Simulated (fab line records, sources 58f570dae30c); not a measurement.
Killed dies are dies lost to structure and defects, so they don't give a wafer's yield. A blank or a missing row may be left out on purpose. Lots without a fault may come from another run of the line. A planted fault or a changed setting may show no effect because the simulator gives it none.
fab line records | flow berkeley_cmos170 | part 2 of 2: steps 31 to 41 of 41
record lots=5 wafers=15 last_day=11
route steps=331 shown SDANNEAL@204 PSD@206 NSD@207 PLDD@208 NLDD@209 SILICIDE@210 CONTACT@216 M1@238
lots that met no fault: from a run of the same line without faults
start_h: hours from the record's first day to the start of the lot's first wafer shown | wait_h: hours since the lot's step before | " the same as in the row above | L1.1+2: a row that stands for several wafers | - no value, or no start given | * or withheld: withheld | < > ~ a bound
route shown NAME@n: a module of which the file shows steps, and the number in the route of the first | usual: mean/standard deviation of fault-free wafers | same: alike in all rows | chamber/n: place in a boat | sites: the reading at each site | _std_site: their standard deviation | _edge_site: outer sites' mean less inner sites' | radius_mm: how far each site lies from the wafer's centre | mask NAME#n: copy n | behind: the tool/chamber that last shaped the wafer | hold: why the lot was held/for how many hours/how that ended | device: the transistor (n, p or np) that didn't switch | end of line: the same wafers' tests at the end of the route | a step without rows: its recipe alone | killed: dies lost to structure and defects at the first sort, not the wafer's yield | map: a wafer's dies, x killed, . not, _ none there
set.NAME: the setting as run; set.NAME@STEP: as run at that earlier step | model.NAME: the simulator's own value behind a step, which no gauge read
lots at some steps of the route; a table a step, a row a wafer
services: from which hour (start_h, from the record's first day; less than 0 if before it) a tool's chamber was out of use, for how many hours, and why
## steps
# step UCB170_CONTACT_ETCH_18
# recipe chemistry=CHF3/CF4/Ar target=PSG stop_on=TiSi2 CHF3_flow_sccm=45 cf4_flow_sccm=15 Ar_flow_sccm=150 pressure_mtorr=200 rf_w=700 target_depth_a=8400 over_etch_frac=0.2 time_s=195
# usual drypump_motor_current_A=5.8/0.44 oes_product_au=0.894/0.016 throttle_valve_pct=6.94/0.081
# columns lot.wafer tool chamber start_h wait_h drypump_motor_current_A oes_product_au rf_hours_counter_h throttle_valve_pct
L074.1 rie_diel-01 1 - - 6.0 0.880 65 6.91
L074.2 " 2 " " 6.3 0.863 90 7.02
L074.5 " 1 " " 6.0 0.868 - 6.94
L076.1 rie_diel-02 2 - - 6.2 0.913 79 6.90
L076.4 " 3 " " 5.2 0.895 2 6.94
L076.6 " 3 " " 5.2 0.891 - 6.94
L085.3 rie_diel-01 2 - - 6.3 0.872 92 7.03
L085.4 " 3 " " 4.9 0.914 90 6.93
L085.5 " 1 " " 6.0 0.883 - 6.93
L089.2 rie_diel-02 2 - - 6.2 0.921 82 6.90
L089.4 " 0 " " 5.6 0.893 108 6.87
L089.5 " 2 " " 6.2 0.922 - 6.90
L094.1 rie_diel-04 0 - - 6.3 0.896 54 7.13
L094.4 " 2 " " 5.9 0.915 - 6.99
L094.6 " 0 " " 6.3 0.908 - 7.12
# step UCB170_CONTACT_STRIP_19
# recipe chemistry=O2 power_w=400 pressure_mtorr=3500 platen_temp_c=withheld o2_flow_sccm=400 overash_fraction=0.5
# usual drypump_motor_current_A=5.8/0.58 oes_product_au=0.725/0.0044
# columns lot.wafer tool chamber start_h wait_h drypump_motor_current_A oes_product_au rf_hours_counter_h
L074.1 plasma_asher-04 1 145.86 - 6.4 0.728 45
L074.2 " 0 " " 6.4 0.725 45
L074.5 " 0 " " 6.4 0.724 -
L076.1 plasma_asher-02 1 146.25 - 5.3 0.730 45
L076.4 " 1 " " 5.3 0.723 -
L076.6 " 0 " " 5.5 0.719 -
L085.3 plasma_asher-01 1 190.72 - 5.9 0.719 -
L085.4 " 0 " " 4.8 0.727 -
L085.5 " 0 " " 4.8 0.725 -
L089.2 plasma_asher-04 1 212.38 - 6.3 0.729 52
L089.4 " 1 " " 6.3 0.727 -
L089.5 " 0 " " 6.5 0.726 -
L094.1 plasma_asher-01 0 239.81 - 4.8 0.726 14
L094.4 " 1 " " 5.9 0.719 -
L094.6 " 1 " " 5.9 0.731 -
# step UCB170_CONTACT_CD_MEAS_90
# recipe target_cd_nm=700
# usual cd_nm=699.8/1.7
# columns lot.wafer tool chamber start_h wait_h cd_nm
L074.1 cd_sem-02 - 145.96 0.1 700.2
L074.2 " - " " 699.4
L074.5 " - " " 700.2
L076.1 cd_sem-01 - 146.35 0.1 701.7
L076.4 " - " " 702.1
L076.6 " - " " 701.5
L085.3 cd_sem-02 - 190.83 0.1 699.3
L085.4 " - " " 699.7
L085.5 " - " " 701.8
L089.2 cd_sem-02 - 212.50 0.1 695.2
L089.4 " - " " 694.8
L089.5 " - " " 695.9
L094.1 cd_sem-02 - 239.91 0.1 699.7
L094.4 " - " " 701.5
L094.6 " - " " 701.0
# step UCB170_CONTACT_CLEAN_20
# recipe chemistry=SPM temp_c=120 time_s=600
# columns lot.wafer tool chamber start_h wait_h
L074.1+2+5 wet_bench-01 0 146.24 0.3
L076.1+4+6 wet_bench-01 1 146.61 0.2
L085.3+4+5 wet_bench-03 3 193.23 2.4
L089.2+4+5 wet_bench-03 1 212.60 0.1
L094.1+4+6 wet_bench-03 3 240.03 0.1
# step UCB170_M1_SPUTTER_00
# recipe material=Al target_thk_nm=600 time_s=80 power_w=6000 chamber_pressure_pa=0.5
# usual throttle_valve_pct=30.1/0.74
# columns lot.wafer tool chamber start_h wait_h throttle_valve_pct
L074.1 pvd_sputter-04 - 146.42 0.0 29.8
L074.2 " - " " 31.2
L074.5 " - " " 28.8
L076.1 pvd_sputter-02 - 146.79 0.0 29.9
L076.4 " - " " 29.1
L076.6 " - " " 31.6
L085.3 pvd_sputter-02 - 193.40 0.0 29.1
L085.4 " - " " 30.1
L085.5 " - " " 29.1
L089.2 pvd_sputter-01 - 212.78 0.0 31.1
L089.4 " - " " 29.4
L089.5 " - " " 31.0
L094.1 pvd_sputter-04 - 240.21 0.0 29.1
L094.4 " - " " 31.4
L094.6 " - " " 31.0
# step UCB170_M1_RS_MEAS_01
# recipe thk_meas_gauge=four-point-probe reads=Al_of_M1_SPUTTER_00
# usual M1_AL_RS=0.0487/0.00046
# columns lot.wafer tool chamber start_h wait_h M1_AL_RS[ohm/sq]
L074.1 film_metro-01 - 146.48 0.0 0.0488
L074.2 " - " " 0.0490
L074.5 " - " " 0.0487
L076.1 film_metro-03 - 146.85 0.0 0.0492
L076.4 " - " " 0.0488
L076.6 " - " " 0.0492
L085.3 film_metro-03 - 193.50 0.1 0.0483
L085.4 " - " " 0.0484
L085.5 " - " " 0.0486
L089.2 film_metro-01 - 212.86 0.1 0.0485
L089.4 " - " " 0.0486
L089.5 " - " " 0.0488
L094.1 film_metro-03 - 240.27 0.0 0.0493
L094.4 " - " " 0.0490
L094.6 " - " " 0.0486
# step UCB170_M1_THK_MEAS_02
# recipe thk_meas_gauge=xrf reads=Al_of_M1_SPUTTER_00
# usual M1_AL_THK=615/7.3
# columns lot.wafer tool chamber start_h wait_h M1_AL_THK[nm]
L074.1 film_metro-01 - 146.60 0.1 615
L074.2 " - " " 615
L074.5 " - " " 617
L076.1 film_metro-03 - 146.97 0.1 606
L076.4 " - " " 606
L076.6 " - " " 599
L085.3 film_metro-03 - 193.60 0.1 621
L085.4 " - " " 618
L085.5 " - " " 614
L089.2 film_metro-01 - 212.97 0.1 618
L089.4 " - " " 615
L089.5 " - " " 615
L094.1 film_metro-03 - 240.39 0.1 605
L094.4 " - " " 607
L094.6 " - " " 616
# step UCB170_M1_COAT_03
# recipe resist=BARC temp_c=withheld time_s=withheld spin_rpm=3000 resist_thk_nm=withheld
# columns lot.wafer tool chamber start_h wait_h
L074.1+2+5 litho_track-04 0 147.09 0.5
L076.1+4+6 litho_track-02 0 147.42 0.4
L085.3+4+5 litho_track-02 0 194.08 0.5
L089.2+4+5 litho_track-03 0 213.04 0.1
L094.1+4+6 litho_track-03 0 240.68 0.3
# step UCB170_M1_COAT_04
# recipe resist=KrF spin_rpm=1500 resist_thk_nm=900
# columns lot.wafer tool chamber start_h wait_h
L074.1+2+5 litho_track-04 0 - -
L076.1+4+6 litho_track-02 0 - -
L085.3+4+5 litho_track-02 0 - -
L089.2+4+5 litho_track-03 0 - -
L094.1+4+6 litho_track-03 0 - -
# step UCB170_M1_SOFTBAKE_05
# recipe resist=KrF temp_c=130 time_s=60
# columns lot.wafer tool chamber start_h wait_h
L074.1+2+5 litho_track-04 0 - -
L076.1+4+6 litho_track-02 0 - -
L085.3+4+5 litho_track-02 0 - -
L089.2+4+5 litho_track-03 0 - -
L094.1+4+6 litho_track-03 0 - -
# step UCB170_M1_EXPOSE_06
# recipe mask_id=METAL1 target_cd_nm=700 na=0.5 sigma_outer=0.6 source_shape=conventional dose_mj=21
# usual focus_offset_nm=0.0/0.54
# columns lot.wafer tool chamber start_h wait_h mask focus_offset_nm
L074.1 krf_scanner-01 0 147.54 - METAL1#0 0.4
L074.2 " 0 " " METAL1#0 0.1
L074.5 " 0 " " METAL1#0 0.6
L076.1 krf_scanner-02 0 147.99 - METAL1#0 -0.7
L076.4 " 0 " " METAL1#0 -0.2
L076.6 " 0 " " METAL1#0 -0.6
L085.3 krf_scanner-02 0 194.64 - METAL1#0 0.4
L085.4 " 0 " " METAL1#0 -0.3
L085.5 " 0 " " METAL1#0 -0.4
L089.2 krf_scanner-02 0 213.49 - METAL1#0 0.6
L089.4 " 0 " " METAL1#0 0.0
L089.5 " 0 " " METAL1#0 0.5
L094.1 krf_scanner-02 0 241.13 - METAL1#0 0.6
L094.4 " 0 " " METAL1#0 0.5
L094.6 " 0 " " METAL1#0 -0.2
## services
# columns tool chamber start_h hours kind
rtp_anneal-01 - 115.37 15.0 pm
plasma_asher-01 0 117.75 - clean
krf_scanner-02 - 118.21 0.8 pm
pvd_sputter-03 - 122.69 2.5 repair
pvd_sputter-02 - 124.02 3.8 repair
pvd_sputter-01 - 140.64 0.5 repair
krf_scanner-01 - 140.72 0.4 repair
plasma_asher-04 - 148.95 2.8 repair
plasma_asher-02 - 160.96 13.1 repair
krf_scanner-02 - 173.43 4.2 repair
krf_scanner-01 - 185.58 4.0 pm
rie_diel-02 0 191.67 2.8 repair
rie_diel-04 3 196.93 8.5 repair
pvd_sputter-02 - 198.40 1.9 repair
pvd_sputter-04 - 201.34 3.2 repair
pvd_sputter-02 - 201.57 3.4 repair
krf_scanner-01 - 203.08 4.4 pm
pvd_sputter-03 - 206.04 6.5 repair
krf_scanner-02 0 207.93 - calibration
plasma_asher-02 - 225.46 2.8 pm
rie_diel-02 1 226.90 6.2 repair
krf_scanner-02 - 230.70 1.0 pm
krf_scanner-01 - 231.70 36.0 pm
plasma_asher-02 - 234.42 0.4 repair
